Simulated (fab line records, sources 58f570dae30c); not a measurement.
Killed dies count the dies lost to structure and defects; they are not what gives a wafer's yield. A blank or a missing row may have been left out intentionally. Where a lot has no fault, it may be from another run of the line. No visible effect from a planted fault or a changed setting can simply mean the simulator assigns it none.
Which tool is to blame? || flow berkeley_cmos170 || 14 lots, 42 wafers sampled, at 2 steps of a route of 331

## WHAT THE GAUGES READ, wafer by wafer
UCB170_CONTACT_CD_MEAS_15: the cd target is 700 nm. Usual: cd_nm reads 700.1 nm (standard deviation 1.5).
{"lot": "L702", "measured": "day 7 08:10", "on": "cd_sem-01", "cd_nm (nm)": "702.2 701.0 701.8", "flag": ""}
{"lot": "L701", "measured": "day 7 08:25", "on": "cd_sem-02", "cd_nm (nm)": "700.3 700.9 701.6", "flag": ""}
{"lot": "L703", "measured": "day 7 12:59", "on": "cd_sem-01", "cd_nm (nm)": "700.3 700.0 700.6", "flag": ""}
{"lot": "L706", "measured": "day 7 21:10", "on": "cd_sem-01", "cd_nm (nm)": "702.1 702.0 703.0", "flag": ""}
{"lot": "L704", "measured": "day 8 00:17", "on": "cd_sem-01", "cd_nm (nm)": "697.1 698.3 699.0", "flag": ""}
{"lot": "L705", "measured": "day 8 00:28", "on": "cd_sem-02", "cd_nm (nm)": "702.1 702.1 701.4", "flag": ""}
{"lot": "L708", "measured": "day 8 10:13", "on": "cd_sem-02", "cd_nm (nm)": "699.4 699.9 700.0", "flag": ""}
{"lot": "L707", "measured": "day 8 10:51", "on": "cd_sem-01", "cd_nm (nm)": "699.0 700.0 699.1", "flag": ""}
{"lot": "L709", "measured": "day 8 13:04", "on": "cd_sem-02", "cd_nm (nm)": "703.1 702.6 703.6", "flag": ""}
{"lot": "L714", "measured": "day 9 11:38", "on": "cd_sem-01", "cd_nm (nm)": "707.6 708.2 707.2", "flag": "OFF"}
{"lot": "L715", "measured": "day 10 05:25", "on": "cd_sem-02", "cd_nm (nm)": "705.7 705.3 706.2", "flag": "OFF"}
{"lot": "L717", "measured": "day 10 06:27", "on": "cd_sem-02", "cd_nm (nm)": "700.1 700.0 700.6", "flag": ""}
{"lot": "L720", "measured": "day 10 18:03", "on": "cd_sem-02", "cd_nm (nm)": "701.3 700.4 699.4", "flag": ""}
{"lot": "L724", "measured": "day 11 20:44", "on": "cd_sem-01", "cd_nm (nm)": "697.1 697.8 696.7", "flag": ""}

## WHAT TOOL EACH LOT RAN ON (gives the tool, then ch and the chambers of the sampled wafers, and finally the start)
{"lot": "L702", "UCB170_CONTACT_PEB_13": "litho_track-04 ch 0, day 7 07:53"}
{"lot": "L701", "UCB170_CONTACT_PEB_13": "litho_track-03 ch 0, day 7 08:09"}
{"lot": "L703", "UCB170_CONTACT_PEB_13": "litho_track-04 ch 0, day 7 12:43"}
{"lot": "L706", "UCB170_CONTACT_PEB_13": "litho_track-04 ch 0, day 7 20:53"}
{"lot": "L704", "UCB170_CONTACT_PEB_13": "litho_track-02 ch 0, day 7 23:00"}
{"lot": "L705", "UCB170_CONTACT_PEB_13": "litho_track-02 ch 0, day 8 00:00"}
{"lot": "L708", "UCB170_CONTACT_PEB_13": "litho_track-02 ch 0, day 8 09:56"}
{"lot": "L707", "UCB170_CONTACT_PEB_13": "litho_track-04 ch 0, day 8 10:35"}
{"lot": "L709", "UCB170_CONTACT_PEB_13": "litho_track-03 ch 0, day 8 12:47"}
{"lot": "L714", "UCB170_CONTACT_PEB_13": "litho_track-02 ch 0, day 9 11:23"}
{"lot": "L715", "UCB170_CONTACT_PEB_13": "litho_track-02 ch 0, day 10 05:08"}
{"lot": "L717", "UCB170_CONTACT_PEB_13": "litho_track-03 ch 0, day 10 06:11"}
{"lot": "L720", "UCB170_CONTACT_PEB_13": "litho_track-04 ch 0, day 10 17:44"}
{"lot": "L724", "UCB170_CONTACT_PEB_13": "litho_track-03 ch 0, day 11 20:28"}
- UCB170_CONTACT_PEB_13

## WHAT THE TOOLS THEMSELVES READ (means of the sampled wafers that have a number; where no wafer has one, the mark that the record gives instead)
UCB170_CONTACT_PEB_13. Usual: chill_plate_temp_C reads 23.03 C (standard deviation 0.097).
{"lot": "L702", "tool": "litho_track-04", "chill_plate_temp_C (C)": 23.02, "flag": ""}
{"lot": "L701", "tool": "litho_track-03", "chill_plate_temp_C (C)": 23.02, "flag": ""}
{"lot": "L703", "tool": "litho_track-04", "chill_plate_temp_C (C)": 23.03, "flag": ""}
{"lot": "L706", "tool": "litho_track-04", "chill_plate_temp_C (C)": 23.11, "flag": ""}
{"lot": "L704", "tool": "litho_track-02", "chill_plate_temp_C (C)": 23.02, "flag": ""}
{"lot": "L705", "tool": "litho_track-02", "chill_plate_temp_C (C)": 22.98, "flag": ""}
{"lot": "L708", "tool": "litho_track-02", "chill_plate_temp_C (C)": 23.17, "flag": ""}
{"lot": "L707", "tool": "litho_track-04", "chill_plate_temp_C (C)": 23.01, "flag": ""}
{"lot": "L709", "tool": "litho_track-03", "chill_plate_temp_C (C)": 23.09, "flag": ""}
{"lot": "L714", "tool": "litho_track-02", "chill_plate_temp_C (C)": 22.95, "flag": ""}
{"lot": "L715", "tool": "litho_track-02", "chill_plate_temp_C (C)": 23.11, "flag": ""}
{"lot": "L717", "tool": "litho_track-03", "chill_plate_temp_C (C)": 23.07, "flag": ""}
{"lot": "L720", "tool": "litho_track-04", "chill_plate_temp_C (C)": 23.09, "flag": ""}
{"lot": "L724", "tool": "litho_track-03", "chill_plate_temp_C (C)": 23.10, "flag": ""}

## THE ANSWER, worked out from the rows above alone
Rule: lot off if the mean of its wafers having a number is beyond 3 standard deviations from the usual mean. Also off: a lot with no number at a reading for which 4 or more lots have one. Any other lot the step has rows for is counted as sound. Order of review: gauges by route order, followed by the tools' own readings, for which a lot's mean as printed above is used. The first step at which some lot is off is used, and at that step the reading that is off furthest; a lot without a number counts as furthest.
Off at UCB170_CONTACT_CD_MEAS_15 (cd_nm): L714, L715.
If a tool, at a process step before that reading, ran all the lots that are off and no sound lot after the first of them, it fits. Those tools and the gauges at UCB170_CONTACT_CD_MEAS_15 are tried in the same way. One fits: litho_track-02 at UCB170_CONTACT_PEB_13. Its last sound lot is L708 (day 8 09:56), its first lot that is off L714 (day 9 11:23): a fault that began between those two fits.

## WHAT THE SIMULATOR HAD PUT IN
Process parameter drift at UCB170_CONTACT_PEB_13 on litho_track-02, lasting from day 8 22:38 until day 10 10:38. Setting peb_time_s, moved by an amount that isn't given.
Struck lots among those shown: L714, L715. This agrees with what the rule above found.
